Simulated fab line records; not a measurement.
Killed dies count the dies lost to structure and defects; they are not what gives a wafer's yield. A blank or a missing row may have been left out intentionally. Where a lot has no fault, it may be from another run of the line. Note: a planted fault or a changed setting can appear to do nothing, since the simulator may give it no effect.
Which tool was responsible? -- flow berkeley cmos170 -- 39 wafers from 13 lots sampled at 6 of the route's 331 steps

## WHAT THE GAUGES SHOWED, per wafer
UCB170_SDANNEAL_RS_MEAS_03: measures by four-point-probe. Usual: for NSD_RS the level is 37.26 ohm/sq and the standard deviation is 0.094.
lot,measured,on,NSD_RS (ohm/sq),flag
L302,day 7 20:17,film metro-01,37.24 37.19 37.17,
L304,day 8 00:56,film metro-04,37.18 37.19 37.11,
L307,day 8 04:25,film metro-04,37.23 37.19 37.16,
L305,day 8 04:25,film metro-03,37.16 37.29 37.36,
L306,day 8 07:46,film metro-01,37.17 37.17 37.02,
L308,day 8 19:21,film metro-03,37.43 37.45 37.41,
L310,day 8 19:23,film metro-04,37.24 37.21 37.42,
L311,day 9 11:10,film metro-03,37.09 37.21 37.16,
L315,day 10 19:47,film metro-04,37.26 37.27 37.29,
L316,day 10 21:23,film metro-03,37.23 37.16 37.16,
L321,day 11 17:15,film metro-03,37.41 37.44 37.35,
L323,day 12 05:41,film metro-01,37.42 37.38 37.25,
L322,day 12 05:43,film metro-03,37.41 37.31 37.34,

UCB170_M2_OVL_MEAS_16. Usual: for M2_OVL the level is -2 nm and the standard deviation is 5.
lot,measured,on,M2_OVL (nm),flag
L302,day 8 20:30,overlay-01,-3 2 2,
L304,day 8 20:08,overlay-02,-8 -7 -11,
L307,day 8 20:59,overlay-01,2 0 -9,
L305,day 8 21:05,overlay-02,-13 -6 -6,
L306,day 9 05:11,overlay-01,0 -7 -2,
L308,day 9 12:52,overlay-02,-6 -10 0,
L310,day 9 12:37,overlay-01,2 2 -2,
L311,day 10 04:17,overlay-02,-6 6 6,
L315,day 11 17:54,overlay-02,-2 -2 -5,
L316,day 11 18:11,overlay-02,6 7 6,
L321,day 12 12:52,overlay-02,-6 -4 -1,
L323,day 13 00:25,overlay-01,-10 -5 -9,
L322,day 13 01:23,overlay-02,-3 -5 -6,

UCB170_M2_CD_MEAS_90 targets a cd of 700 nm. Usual: cd nm reads 700.2 nm (standard deviation 2.6).
lot,measured,on,cd nm (nm),flag
L302,day 8 20:52,cd sem-01,699.7 702.4 699.0,
L304,day 8 20:30,cd sem-02,699.3 703.3 701.2,
L307,day 8 21:24,cd sem-01,696.3 697.4 697.3,
L305,day 8 21:28,cd sem-02,704.4 700.7 699.5,
L306,day 9 05:32,cd sem-01,699.1 703.9 699.4,
L308,day 9 13:13,cd sem-01,697.0 695.8 696.3,
L310,day 9 13:00,cd sem-01,701.2 701.7 703.9,
L311,day 10 04:41,cd sem-02,702.0 702.4 705.2,
L315,day 11 18:16,cd sem-02,680.2 699.3 679.3,OFF
L316,day 11 18:35,cd sem-02,702.5 698.9 699.7,
L321,day 12 13:16,cd sem-02,695.6 700.6 699.3,
L323,day 13 00:50,cd sem-02,697.6 701.4 702.6,
L322,day 13 01:46,cd sem-02,701.2 701.5 701.1,

UCB170_V2_OVL_MEAS_13. Usual: for V2_OVL the level is -2 nm and the standard deviation is 5.
lot,measured,on,V2_OVL (nm),flag
L302,day 8 22:50,overlay-02,0 6 7,
L304,day 8 22:43,overlay-01,-7 -8 -12,
L307,day 8 23:42,overlay-01,-8 -7 -3,
L305,day 8 23:49,overlay-01,5 -6 -1,
L306,day 9 07:58,overlay-01,-6 2 2,
L308,day 9 16:09,overlay-01,-6 0 -1,
L310,day 9 15:47,overlay-01,1 7 2,
L311,day 10 06:42,overlay-02,1 -6 -1,
L315,day 11 20:50,overlay-02,2 7 -3,
L316,day 11 21:08,overlay-02,-8 -10 -5,
L321,day 12 15:19,overlay-02,-3 0 -8,
L323,day 13 03:09,overlay-01,-5 -4 -4,
L322,day 13 03:53,overlay-01,-2 -2 0,

## EACH LOT AND THE TOOL THAT RAN IT (in order: tool; ch and the chambers of the sampled wafers; start)
lot,UCB170_M2_METAL_ETCH_18,UCB170_M2_STRIP_19
L302,"rie metal-04 ch 0,1, day 8 20:34","plasma asher-02 ch 0,1, day 8 20:46"
L304,"rie metal-01 ch 0,1, day 8 20:13","plasma asher-04 ch 0,1, day 8 20:24"
L307,"rie metal-03 ch 0,1, day 8 21:07","plasma asher-01 ch 0,1, day 8 21:16"
L305,"rie metal-01 ch 0,1, day 8 21:10","plasma asher-04 ch 0,1, day 8 21:22"
L306,"rie metal-03 ch 0,1, day 9 05:16","plasma asher-04 ch 1, day 9 05:26"
L308,"rie metal-04 ch 0,1, day 9 12:56","plasma asher-02 ch 0,1, day 9 13:07"
L310,"rie metal-01 ch 0,1, day 9 12:41","plasma asher-01 ch 0,1, day 9 12:53"
L311,"rie metal-04 ch 0,1, day 10 04:25","plasma asher-02 ch 0,1, day 10 04:35"
L315,"rie metal-04 ch 0,1, day 11 17:59","plasma asher-01 ch 0,1, day 11 18:10"
L316,"rie metal-01 ch 0,1, day 11 18:19","plasma asher-04 ch 0,1, day 11 18:28"
L321,"rie metal-01 ch 0,1, day 12 12:59","plasma asher-04 ch 0,1, day 12 13:09"
L323,"rie metal-03 ch 0, day 13 00:29","plasma asher-01 ch 0, day 13 00:40"
L322,"rie metal-03 ch 0,1, day 13 01:28","plasma asher-02 ch 0,1, day 13 01:39"
- UCB170_M2_METAL_ETCH_18: etches Al in Cl2/BCl3, stops on SiO2, target depth 1170 nm, time 195 s.
- UCB170_M2_STRIP_19: strips in O2.

## WHAT THE TOOLS THEMSELVES READ (means of the sampled wafers that have a number; where no wafer has one, the mark that the record gives instead)
UCB170_M2_METAL_ETCH_18. Usual: drypump motor current A 5.7 A, standard deviation 0.57; oes product au 0.853 a.u., standard deviation 0.016; throttle valve pct 24.35 %, standard deviation 0.21.
lot,tool,drypump motor current A (A),oes product au (a.u.),throttle valve pct (%),flag
L302,rie metal-04,5.9,0.870,24.32,
L304,rie metal-01,5.9,0.856,24.33,
L307,rie metal-03,5.1,0.845,24.39,
L305,rie metal-01,5.9,0.866,24.34,
L306,rie metal-03,5.4,0.838,24.52,
L308,rie metal-04,5.9,0.862,24.33,
L310,rie metal-01,5.9,0.871,24.33,
L311,rie metal-04,6.3,0.861,24.17,
L315,rie metal-04,5.9,0.873,24.31,
L316,rie metal-01,5.9,0.865,24.33,
L321,rie metal-01,5.9,0.874,24.33,
L323,rie metal-03,4.8,0.852,24.25,
L322,rie metal-03,5.4,0.829,24.53,

UCB170_M2_STRIP_19. Usual: drypump motor current A 5.7 A, standard deviation 0.61; oes product au 0.537 a.u., standard deviation 0.012.
lot,tool,drypump motor current A (A),oes product au (a.u.),flag
L302,plasma asher-02,5.6,0.530,
L304,plasma asher-04,6.1,0.539,
L307,plasma asher-01,5.0,0.523,
L305,plasma asher-04,6.1,0.542,
L306,plasma asher-04,5.9,0.542,
L308,plasma asher-02,5.6,0.539,
L310,plasma asher-01,5.0,0.546,
L311,plasma asher-02,5.9,0.536,
L315,plasma asher-01,5.0,0.391,OFF
L316,plasma asher-04,6.1,0.542,
L321,plasma asher-04,6.3,0.554,
L323,plasma asher-01,5.0,0.530,
L322,plasma asher-02,5.9,0.531,

## THE ANSWER, worked out from the rows above alone
Rule: take the mean of a lot's wafers that have a number; if it is more than 3 standard deviations from the usual mean, the lot is off. Also off: a lot with no number at a reading for which 4 or more lots have one. The other lots that the step has rows for count as sound. Order of review: gauges by route order, followed by the tools' own readings, for which a lot's mean as printed above is used. At the first step where some lot is off, the reading lying furthest off is the one used; lots without a number count as furthest.
Off: L315, at UCB170_M2_CD_MEAS_90 (cd nm).
If a tool, at a process step before that reading, ran all the lots that are off and no sound lot after the first of them, it fits. The gauges at UCB170_M2_CD_MEAS_90 aren't tried: what is off there is off at UCB170_M2_STRIP_19 too, on other tools, and a gauge's error can't cause that. One fits: UCB170_M2_METAL_ETCH_18 on rie metal-04. A fault onset in the window from L311 (day 10 04:25, its last sound lot) to L315 (day 11 17:59, its first lot off) fits.

## WHAT THE SIMULATOR HAD PUT IN
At UCB170_M2_METAL_ETCH_18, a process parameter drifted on rie metal-04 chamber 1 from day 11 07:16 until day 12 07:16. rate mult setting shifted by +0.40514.
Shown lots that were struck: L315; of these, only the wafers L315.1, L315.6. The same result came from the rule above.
